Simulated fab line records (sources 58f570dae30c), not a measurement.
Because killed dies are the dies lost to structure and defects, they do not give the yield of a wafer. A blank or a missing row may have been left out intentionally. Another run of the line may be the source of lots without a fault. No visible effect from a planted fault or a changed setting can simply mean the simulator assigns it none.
Split-lot trial + flow berkeley cmos170 + 23 wafers read across 5 lots, on a route 331 steps long

== ON THE SPLIT ==
At UCB170_M3_SPUTTER_01 (material Al, target thk 900 nm, time 120 s), the setting time s was moved away from the recipe's 120 s on 10 of the 23 wafers read, by -12.7% to -6.5%. The other wafers ran this setting at the recipe's value.

== THE PATH FROM SPLIT TO READING: the file shows 1 step between them ==
- UCB170_M3_RS_MEAS_02: measures by four-point-probe

== THE READING ==
M3_AL_THK, in nm, at UCB170_M3_THK_MEAS_03 (measures by xrf). Fault-free wafers of this fab line usually give 906 nm, standard deviation 13 nm.

| wafer  | tool, chamber at the split | time s as run, s | against the recipe | M3_AL_THK, nm | against lot-mates on the recipe |
|--------|----------------------------|------------------|--------------------|---------------|---------------------------------|
| L074.3 | pvd sputter-02, -          | 120              | recipe             | 888           | -                               |
| L074.4 | pvd sputter-02, -          | 120              | recipe             | 900           | -                               |
| L074.5 | pvd sputter-02, -          | 120              | recipe             | 906           | -                               |
| L075.2 | pvd sputter-01, -          | 120              | recipe             | 918           | -                               |
| L075.3 | pvd sputter-01, -          | 112.2            | -6.5%              | 851           | -61                             |
| L075.4 | pvd sputter-01, -          | 120              | recipe             | 908           | -                               |
| L075.5 | pvd sputter-01, -          | 112.2            | -6.5%              | 869           | -43                             |
| L075.6 | pvd sputter-01, -          | 120              | recipe             | 911           | -                               |
| L076.1 | pvd sputter-01, -          | 120              | recipe             | 900           | -                               |
| L076.3 | pvd sputter-01, -          | 107.8            | -10.2%             | 806           | -98                             |
| L076.4 | pvd sputter-01, -          | 120              | recipe             | 912           | -                               |
| L076.5 | pvd sputter-01, -          | 107.8            | -10.2%             | 805           | -99                             |
| L076.6 | pvd sputter-01, -          | 120              | recipe             | 899           | -                               |
| L081.1 | pvd sputter-04, -          | 104.7            | -12.7%             | 807           | -92                             |
| L081.2 | pvd sputter-04, -          | 120              | recipe             | 916           | -                               |
| L081.4 | pvd sputter-04, -          | 120              | recipe             | 882           | -                               |
| L081.5 | pvd sputter-04, -          | 104.7            | -12.7%             | 768           | -131                            |
| L081.6 | pvd sputter-04, -          | 104.7            | -12.7%             | 802           | -97                             |
| L083.1 | pvd sputter-01, -          | 105.5            | -12.1%             | 795           | -123                            |
| L083.2 | pvd sputter-01, -          | 105.5            | -12.1%             | 820           | -98                             |
| L083.3 | pvd sputter-01, -          | 105.5            | -12.1%             | 807           | -111                            |
| L083.5 | pvd sputter-01, -          | 120              | recipe             | 919           | -                               |
| L083.6 | pvd sputter-01, -          | 120              | recipe             | 917           | -                               |

THE FIT
A straight line over all 23 wafers: M3_AL_THK changes by +8.71 nm for each +1% of time s; r = +0.97; the points scatter about the line by 13 nm.
The same after taking each lot's own level away (the mean of its wafers on the recipe; 23 wafers): +8.86 nm for each +1%; r = +0.98; scatter 11 nm.
Per that fit: largest time s move, reading shift of 1.1e+02 nm.
From 898.0 to 918.0 nm: that is the span of the lots' own levels, equal to 1.5 times the standard deviation above.
The two slopes are in agreement: the lot-to-lot level therefore moves the slope only a little.
Check: -116 nm against its lot-mates is what the line predicts for one of the wafers moved furthest among these (-12.7%) when that wafer is left out of the fit. It came out at -92 nm against them.

== THE OTHER SPLITS THESE WAFERS WENT THROUGH ==
Note: prior to the reading, these wafers also went through further splits. Each is held against what the fit with the lots' levels taken away leaves over:
| other split on the same wafers         | wafers away from the commonest value | r with M3_AL_THK (lot level and that fit taken away) |
|----------------------------------------|--------------------------------------|------------------------------------------------------|
| UCB170_M1_SPUTTER_00 time s            | 9                                    | +0.40                                                |
| UCB170_M1_METAL_ETCH_12 over etch frac | 5                                    | -0.02                                                |
| UCB170_V1_ETCH_14 time s               | 9                                    | +0.16                                                |
| UCB170_M2_SPUTTER_01 power w           | 8                                    | +0.05                                                |
| UCB170_M2_METAL_ETCH_18 over etch frac | 10                                   | +0.23                                                |

== THE WHOLE CHAIN: every reading that the file lists as answering this split, in the file's order ==
| step                  | what it does                               | reading                                                                     | change (the file's fit)               | r (the file's) |
|-----------------------|--------------------------------------------|-----------------------------------------------------------------------------|---------------------------------------|----------------|
| UCB170_M3_SPUTTER_01  | material Al, target thk 900 nm, time 120 s | Al_of_M3_SPUTTER_01.thk nm (the simulator's own value, which no gauge read) | +8.88 nm for each +1% of the setting  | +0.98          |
| UCB170_M3_RS_MEAS_02  | measures by four-point-probe               | M3_AL_RS                                                                    | -0.000357 for each +1% of the setting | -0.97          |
| UCB170_M3_THK_MEAS_03 | measures by xrf                            | M3_AL_THK                                                                   | +8.88 for each +1% of the setting     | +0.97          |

== FILE'S OWN FIT ==
M3_AL_THK changes by +8.88 nm for each +1% of time s, r = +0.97.
